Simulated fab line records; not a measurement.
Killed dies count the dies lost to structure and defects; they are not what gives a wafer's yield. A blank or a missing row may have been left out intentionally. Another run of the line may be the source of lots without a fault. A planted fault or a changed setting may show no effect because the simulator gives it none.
fab line records	flow berkeleyCmos170
record: lots: 5	wafers: 23
route steps=331 shown M1@244 V1@264 V2@299 M3@319
startH: the number of hours between the record's first day and the start of the first shown wafer of the lot	waitH: hours since the lot's step before	" as in the row above	L1.1+2: several wafers, shown together as one row	- no value, or no start was given	* or withheld: withheld	< > ~ a bound
route shown NAME@n: NAME is a module with steps in the file, n the number in the route of the first one	usual: average and standard deviation across the fault-free wafers	same: alike in all rows	chamber/n: place in a boat	sites: readings site by site	_std_site: the values' standard deviation	_edge_site: outer sites' mean less inner sites'	radiusMm: how far each site lies from the wafer's centre	mask NAME#n: copy n	behind: the last tool/chamber to shape the wafer	hold: what put the lot on hold/how long, in hours/how the hold closed	device: names the non-switching transistor (n, p or np)	end of line: tests run on the same wafers once the route is complete	step lacking rows: just its recipe	killed: at the first sort, the dies lost to defects and structure; wafer yield is something else	map: a wafer's dies, x killed, . not, _ none there
set.NAME: setting as actually run; set.NAME@STEP: the setting as run at that earlier step	model.NAME: the simulator's own value behind a step, which no gauge read
lots run with intentionally changed settings; tables by step, rows by wafer
== steps ==
step: UCB170_M1_EXPOSE_06
recipe: maskId: METAL1	targetCdNm: 700	na: 0.5	sigmaOuter: 0.6	sourceShape: conventional	doseMj: 21
lot.wafer	tool	chamber	startH	waitH	mask	set.doseMj
L074.1+4+5	krfScanner-01	0	167.97	-	METAL1#0	21
L079.1+2+3+4+6	krfScanner-02	0	191.78	-	METAL1#0	21
L082.1+4+5	krfScanner-02	0	209.19	-	METAL1#0	22.44
L082.2+3	"	0	"	"	METAL1#0	21
L081.1+2+3+5+6	krfScanner-01	0	209.43	-	METAL1#0	21
L084.1+2+4	krfScanner-01	0	230.29	-	METAL1#0	21
L084.3+6	"	0	"	"	METAL1#0	20.14
step: UCB170_M1_PEB_07
recipe: pebTempC: 130	pebTimeS: withheld	resist: KrF
step: UCB170_M1_DEVELOP_08
recipe: developer: TMAH	developTimeS: 45	resist: KrF	devTempC: 21
step: UCB170_M1_CD_MEAS_09
recipe: targetCdNm: 700
usual: cdNm: 699.7/1.2
lot.wafer	tool	chamber	startH	waitH	set.doseMj@M1_EXPOSE_06	cdNm
L074.1	cdSem-01	-	168.52	-	21	699.9
L074.4	"	-	"	"	21	700.4
L074.5	"	-	"	"	21	699.9
L079.1	cdSem-02	-	192.17	-	21	698.7
L079.2	"	-	"	"	21	698.5
L079.3	"	-	"	"	21	699.3
L079.4	"	-	"	"	21	697.9
L079.6	"	-	"	"	21	699.9
L082.1	cdSem-01	-	209.58	-	22.44	688.6
L082.2	"	-	"	"	21	700.6
L082.3	"	-	"	"	21	699.3
L082.4	"	-	"	"	22.44	689.2
L082.5	"	-	"	"	22.44	689.4
L081.1	cdSem-02	-	209.82	-	21	699.4
L081.2	"	-	"	"	21	699.7
L081.3	"	-	"	"	21	699.2
L081.5	"	-	"	"	21	699.2
L081.6	"	-	"	"	21	699.1
L084.1	cdSem-02	-	230.89	-	21	699.1
L084.2	"	-	"	"	21	698.9
L084.3	"	-	"	"	20.14	706.3
L084.4	"	-	"	"	21	699.1
L084.6	"	-	"	"	20.14	706.8
step: UCB170_M1_ETCH_11
recipe: chemistry: N2/H2	targetDepthA: withheld	overetchA: withheld	target: BARC	timeS: withheld	sourceW: 500	biasW: 100	pressureMtorr: 30	n2FlowSccm: 100	h2FlowSccm: 200
lot.wafer	tool	chamber	startH	waitH	set.doseMj@M1_EXPOSE_06	model.M1.cdNm
L074.1	rieDiel-04	0	168.67	0.0	21	699.9
L074.4	"	1	"	"	21	701.1
L074.5	"	0	"	"	21	700
L079.1	rieDiel-03	2	192.33	0.0	21	698.9
L079.2	"	3	"	"	21	698.2
L079.3	"	1	"	"	21	699
L079.4	"	0	"	"	21	698.4
L079.6	"	3	"	"	21	699.6
L082.1	rieDiel-04	1	209.73	0.0	22.44	688
L082.2	"	2	"	"	21	700.8
L082.3	"	3	"	"	21	699.6
L082.4	"	3	"	"	22.44	689.2
L082.5	"	1	"	"	22.44	689.6
L081.1	rieDiel-01	1	209.98	0.0	21	698.4
L081.2+6	"	2,0	"	"	21	699.6
L081.3	"	0	"	"	21	699.2
L081.5	"	1	"	"	21	699
L084.1	rieDiel-01	0	231.04	0.0	21	699.8
L084.2	"	3	"	"	21	699
L084.3	"	2	"	"	20.14	706.8
L084.4	"	1	"	"	21	699.1
L084.6	"	3	"	"	20.14	707.4
step: UCB170_M1_METAL_ETCH_12
recipe: chemistry: Cl2/BCl3	target: Al	stopOn: PSG	pressureMtorr: 12	targetDepthA: 7800	overEtchFrac: 0.3	timeS: 130	icpW: 600	biasW: 115.3	Cl2_flow_sccm: 90	bcl3FlowSccm: 45
step: UCB170_M1_STRIP_13
recipe: chemistry: O2	powerW: 400	pressureMtorr: 3500	platenTempC: withheld	o2FlowSccm: 400	overashFraction: 0.5
step: UCB170_M1_CD_MEAS_90
recipe: targetCdNm: 700
usual: cdNm: 699.9/1.5
lot.wafer	tool	chamber	startH	waitH	set.doseMj@M1_EXPOSE_06	cdNm
L074.1	cdSem-01	-	168.95	0.1	21	699.7
L074.4	"	-	"	"	21	700.3
L074.5	"	-	"	"	21	700.6
L079.1	cdSem-02	-	192.61	0.1	21	697.4
L079.2	"	-	"	"	21	697.2
L079.3	"	-	"	"	21	697.3
L079.4	"	-	"	"	21	696.7
L079.6	"	-	"	"	21	698.2
L082.1	cdSem-01	-	210.01	0.1	22.44	689.2
L082.2	"	-	"	"	21	701.8
L082.3	"	-	"	"	21	700.0
L082.4	"	-	"	"	22.44	688.9
L082.5	"	-	"	"	22.44	689.3
L081.1	cdSem-01	-	210.25	0.1	21	700.3
L081.2	"	-	"	"	21	701.0
L081.3	"	-	"	"	21	700.5
L081.5	"	-	"	"	21	699.5
L081.6	"	-	"	"	21	700.2
L084.1	cdSem-02	-	231.32	0.1	21	698.6
L084.2	"	-	"	"	21	699.7
L084.3	"	-	"	"	20.14	706.1
L084.4	"	-	"	"	21	698.3
L084.6	"	-	"	"	20.14	706.0
step: UCB170_V1_PEB_10
recipe: pebTempC: 130	pebTimeS: withheld	resist: KrF
lot.wafer	tool	chamber	startH	waitH	set.pebTempC
L074.1+4+5	lithoTrack-04	0	171.97	0.1	130
L079.1+3+4	lithoTrack-03	0	196.92	0.7	130
L079.2+6	"	0	"	"	128.2
L082.1+3+5	lithoTrack-04	0	213.02	0.1	130
L082.2+4	"	0	"	"	133.3
L081.1+2+3	lithoTrack-02	0	214.57	0.4	130
L081.5+6	"	0	"	"	133.6
L084.1+4	lithoTrack-03	0	239.46	0.8	130
L084.2+3+6	"	0	"	"	128.2
step: UCB170_V1_DEVELOP_11
recipe: developer: TMAH	developTimeS: 45	resist: KrF	devTempC: 21
step: UCB170_V1_CD_MEAS_12
recipe: targetCdNm: 700
usual: cdNm: 700.1/1.4
lot.wafer	tool	chamber	startH	waitH	set.pebTempC@V1_PEB_10	cdNm
L074.1	cdSem-01	-	172.24	-	130	699.5
L074.4	"	-	"	"	130	699.1
L074.5	"	-	"	"	130	699.1
L079.1	cdSem-02	-	197.19	-	130	698.6
L079.2	"	-	"	"	128.2	688.8
L079.3	"	-	"	"	130	699.0
L079.4	"	-	"	"	130	700.1
L079.6	"	-	"	"	128.2	685.1
L082.1	cdSem-01	-	213.30	-	130	700.7
L082.2	"	-	"	"	133.3	719.1
L082.3	"	-	"	"	130	701.4
L082.4	"	-	"	"	133.3	719.3
L082.5	"	-	"	"	130	701.6
L081.1	cdSem-01	-	214.84	-	130	700.5
L081.2	"	-	"	"	130	700.3
L081.3	"	-	"	"	130	701.8
L081.5	"	-	"	"	133.6	723.1
L081.6	"	-	"	"	133.6	720.9
L084.1	cdSem-02	-	239.73	-	130	701.1
L084.2	"	-	"	"	128.2	688.1
L084.3	"	-	"	"	128.2	685.2
L084.4	"	-	"	"	130	696.9
L084.6	"	-	"	"	128.2	686.7
step: UCB170_V1_ETCH_14
recipe: chemistry: CHF3/CF4/Ar	target: SiO2	stopOn: Al	CHF3_flow_sccm: 45	cf4FlowSccm: 15	Ar_flow_sccm: 150	pressureMtorr: 200	rfW: 700	targetDepthA: 12500	overEtchFrac: 0.25	timeS: 291
lot.wafer	tool	chamber	startH	waitH	set.pebTempC@V1_PEB_10	model.V1.cdNm
L074.1	rieDiel-01	2	172.40	0.0	130	700
L074.4	"	1	"	"	130	699.3
L074.5	"	3	"	"	130	699.4
L079.1	rieDiel-03	1	197.35	0.0	130	698.2
L079.2	"	0	"	"	128.2	688.1
L079.3	"	2	"	"	130	698.8
L079.4	"	3	"	"	130	699.9
L079.6	"	2	"	"	128.2	684.3
L082.1	rieDiel-01	2	213.46	0.0	130	701.1
L082.2	"	1	"	"	133.3	718.8
L082.3	"	0	"	"	130	701.3
L082.4	"	3	"	"	133.3	718.5
L082.5	"	1	"	"	130	701.2
L081.1	rieDiel-02	3	215.00	0.0	130	701.8
L081.2	"	0	"	"	130	701.2
L081.3	"	2	"	"	130	702.3
L081.5	"	2	"	"	133.6	723.7
L081.6	"	0	"	"	133.6	721.1
L084.1	rieDiel-01	0	239.89	0.0	130	700.4
L084.2	"	2	"	"	128.2	688.3
L084.3	"	1	"	"	128.2	684.6
L084.4	"	3	"	"	130	696.7
L084.6	"	1	"	"	128.2	685.4
step: UCB170_V1_STRIP_15
recipe: chemistry: O2	powerW: 400	pressureMtorr: 3500	platenTempC: withheld	o2FlowSccm: 400	overashFraction: 0.5
step: UCB170_V1_CD_MEAS_90
recipe: targetCdNm: 700
usual: cdNm: 699.9/1.6
lot.wafer	tool	chamber	startH	waitH	set.pebTempC@V1_PEB_10	cdNm
L074.1	cdSem-02	-	172.68	0.1	130	700.0
L074.4	"	-	"	"	130	699.1
L074.5	"	-	"	"	130	699.5
L079.1	cdSem-02	-	197.63	0.1	130	698.2
L079.2	"	-	"	"	128.2	687.5
L079.3	"	-	"	"	130	698.5
L079.4	"	-	"	"	130	699.5
L079.6	"	-	"	"	128.2	684.4
L082.1	cdSem-02	-	213.73	0.1	130	701.1
L082.2	"	-	"	"	133.3	718.9
L082.3	"	-	"	"	130	701.2
L082.4	"	-	"	"	133.3	718.1
L082.5	"	-	"	"	130	701.1
L081.1	cdSem-02	-	215.28	0.1	130	701.9
L081.2	"	-	"	"	130	701.1
L081.3	"	-	"	"	130	702.3
L081.5	"	-	"	"	133.6	724.0
L081.6	"	-	"	"	133.6	721.4
L084.1	cdSem-02	-	240.17	0.1	130	700.3
L084.2	"	-	"	"	128.2	688.7
L084.3	"	-	"	"	128.2	684.4
L084.4	"	-	"	"	130	696.6
L084.6	"	-	"	"	128.2	685.3
step: UCB170_V2_COAT_07
recipe: resist: KrF	spinRpm: 1500	resistThkNm: 900
lot.wafer	tool	chamber	startH	waitH	set.spinRpm	model.KrF_of_V2_COAT_07.thkNm
L074.1	lithoTrack-01	0	176.77	0.1	1500	900.4
L074.4	"	0	"	"	1500	896.3
L074.5	"	0	"	"	1500	898
L079.1	lithoTrack-03	0	202.90	0.1	1573	878.2
L079.2	"	0	"	"	1500	895.4
L079.3	"	0	"	"	1573	878.3
L079.4	"	0	"	"	1500	897.2
L079.6	"	0	"	"	1500	900.3
L082.1	lithoTrack-04	0	218.20	0.1	1500	904.2
L082.2	"	0	"	"	1500	902.6
L082.3	"	0	"	"	1500	902
L082.4	"	0	"	"	1542	890.7
L082.5	"	0	"	"	1542	890
L081.1	lithoTrack-01	0	220.93	0.1	1589	871.2
L081.2	"	0	"	"	1500	895.2
L081.3	"	0	"	"	1589	873.7
L081.5	"	0	"	"	1500	901.5
L081.6	"	0	"	"	1589	871.8
L084.1	lithoTrack-04	0	243.95	0.1	1500	903.5
L084.2	"	0	"	"	1568	882.9
L084.3	"	0	"	"	1568	880.4
L084.4	"	0	"	"	1568	881.5
L084.6	"	0	"	"	1500	899.9
step: UCB170_M3_COAT_10
recipe: resist: KrF	spinRpm: 1500	resistThkNm: 900
lot.wafer	tool	chamber	startH	waitH	set.spinRpm	model.KrF_of_M3_COAT_10.thkNm
L074.1	lithoTrack-01	0	-	-	1500	901
L074.4	"	0	"	"	1500	900.1
L074.5	"	0	"	"	1500	898
L079.1	lithoTrack-01	0	-	-	1500	903.6
L079.2	"	0	"	"	1500	902.3
L079.3	"	0	"	"	1557	888.3
L079.4	"	0	"	"	1557	885.5
L079.6	"	0	"	"	1557	884.7
L082.1	lithoTrack-01	0	-	-	1500	896.9
L082.2	"	0	"	"	1565	878.7
L082.3	"	0	"	"	1565	875.9
L082.4	"	0	"	"	1565	877.3
L082.5	"	0	"	"	1500	897.8
L081.1	lithoTrack-04	0	-	-	1597	872.9
L081.2	"	0	"	"	1500	902.5
L081.3	"	0	"	"	1597	874.1
L081.5	"	0	"	"	1597	875
L081.6	"	0	"	"	1500	903.2
L084.1	lithoTrack-01	0	-	-	1500	897.8
L084.2	"	0	"	"	1500	897.9
L084.3	"	0	"	"	1500	898.2
L084.4	"	0	"	"	1500	900
L084.6	"	0	"	"	1500	897.7
== key ==
split: step: UCB170_M1_EXPOSE_06	setting: doseMj	stated: 21	by: wafer
response: step: UCB170_M1_CD_MEAS_09	reading: cdNm	change: -1.66	per: 1%	r: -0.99
response: step: UCB170_M1_ETCH_11	reading: model.M1.cdNm	change: -1.71	per: 1%	r: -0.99
response: step: UCB170_M1_CD_MEAS_90	reading: cdNm	change: -1.72	per: 1%	r: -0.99
split: step: UCB170_V1_PEB_10	setting: pebTempC	stated: 130	by: wafer
response: step: UCB170_V1_CD_MEAS_12	reading: cdNm	change: +7.7	per: 1%	r: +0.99
response: step: UCB170_V1_ETCH_14	reading: model.V1.cdNm	change: +7.59	per: 1%	r: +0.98
response: step: UCB170_V1_CD_MEAS_90	reading: cdNm	change: +7.62	per: 1%	r: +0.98
split: step: UCB170_V2_COAT_07	setting: spinRpm	stated: 1500	by: wafer
response: step: UCB170_V2_COAT_07	reading: model.KrF_of_V2_COAT_07.thkNm	change: -4.3	per: 1%	r: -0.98
split: step: UCB170_M3_COAT_10	setting: spinRpm	stated: 1500	by: wafer
response: step: UCB170_M3_COAT_10	reading: model.KrF_of_M3_COAT_10.thkNm	change: -4.5	per: 1%	r: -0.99
